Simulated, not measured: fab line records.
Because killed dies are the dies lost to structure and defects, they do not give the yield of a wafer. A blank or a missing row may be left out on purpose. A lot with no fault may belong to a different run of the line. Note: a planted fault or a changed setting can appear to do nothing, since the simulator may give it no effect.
Which of the tools did it? + flow rit_cmos + 13 lots with 39 wafers sampled at 2 steps, on a route of 202 steps

WHAT EACH GAUGE READ, for each wafer
RIT_GATE_CD_MEAS_16: the cd target is 150 nm.
| lot  | measured    | on        | cd_nm (nm)        |
|------|-------------|-----------|-------------------|
| L435 | day 2 12:52 | cd_sem-01 | 148.1 149.7 150.7 |
| L436 | day 2 18:31 | cd_sem-01 | 150.3 152.0 150.1 |
| L437 | day 2 23:35 | cd_sem-02 | 148.0 146.3 148.5 |
| L439 | day 3 08:40 | cd_sem-01 | 149.1 150.3 146.9 |
| L440 | day 3 13:05 | cd_sem-01 | 151.6 152.3 151.4 |
| L441 | day 3 18:17 | cd_sem-02 | 148.4 147.4 146.0 |
| L442 | day 3 23:21 | cd_sem-01 | 143.2 145.0 144.3 |
| L447 | day 5 02:11 | cd_sem-02 | 141.2 140.9 143.5 |
| L454 | day 6 11:16 | cd_sem-01 | 144.5 146.9 147.8 |
| L455 | day 6 16:03 | cd_sem-02 | 152.0 150.0 149.9 |
| L456 | day 6 20:55 | cd_sem-02 | 145.8 147.3 144.9 |
| L457 | day 7 03:06 | cd_sem-02 | 144.2 144.3 143.5 |
| L458 | day 7 08:31 | cd_sem-01 | 152.2 149.1 149.7 |

EACH LOT AND THE TOOL THAT RAN IT (in order: tool; ch and the chambers of the sampled wafers; start)
| lot  | RIT_GATE_EXPOSE_13                 |
|------|------------------------------------|
| L435 | iline_stepper-01 ch 0, day 2 12:28 |
| L436 | iline_stepper-01 ch 0, day 2 17:56 |
| L437 | iline_stepper-01 ch 0, day 2 23:11 |
| L439 | iline_stepper-01 ch 0, day 3 08:16 |
| L440 | iline_stepper-01 ch 0, day 3 12:41 |
| L441 | iline_stepper-01 ch 0, day 3 17:50 |
| L442 | iline_stepper-02 ch 0, day 3 22:57 |
| L447 | iline_stepper-01 ch 0, day 5 01:47 |
| L454 | iline_stepper-01 ch 0, day 6 10:51 |
| L455 | iline_stepper-02 ch 0, day 6 15:38 |
| L456 | iline_stepper-01 ch 0, day 6 20:31 |
| L457 | iline_stepper-02 ch 0, day 7 02:42 |
| L458 | iline_stepper-01 ch 0, day 7 07:59 |
- RIT_GATE_EXPOSE_13: exposes mask M6, target cd 150 nm.

AS READ BY THE TOOLS THEMSELVES (means over the sampled wafers that have a number; for cases with no such wafer, the mark the record gives instead)
The record holds no such reading with a usual standard deviation.

THE ANSWER, worked out from the rows above alone
Rule: the usual values come from the lots themselves. The widest of any qualifying gaps counts: lots, ordered by their means at a reading, are off when they make up no more than a third of the lots, leave a main group of 4 or more, and stand apart from it by 3 or more times the standard deviation of that group's means. A main group whose means are all the same, to the digits that the tables above print for the reading, isn't used. Also off: a lot with no number at a reading for which 4 or more lots have one. All remaining lots with rows at the step are treated as sound. The gauges are gone through in route order, then the tools' own readings, and for those a lot's mean is taken as printed above. At the first step where some lot is off, the reading lying furthest off is the one used; lots without a number count as furthest.
No lot is off at any reading shown: from this, nothing can be told.

WHAT HAD BEEN PUT IN BY THE SIMULATOR
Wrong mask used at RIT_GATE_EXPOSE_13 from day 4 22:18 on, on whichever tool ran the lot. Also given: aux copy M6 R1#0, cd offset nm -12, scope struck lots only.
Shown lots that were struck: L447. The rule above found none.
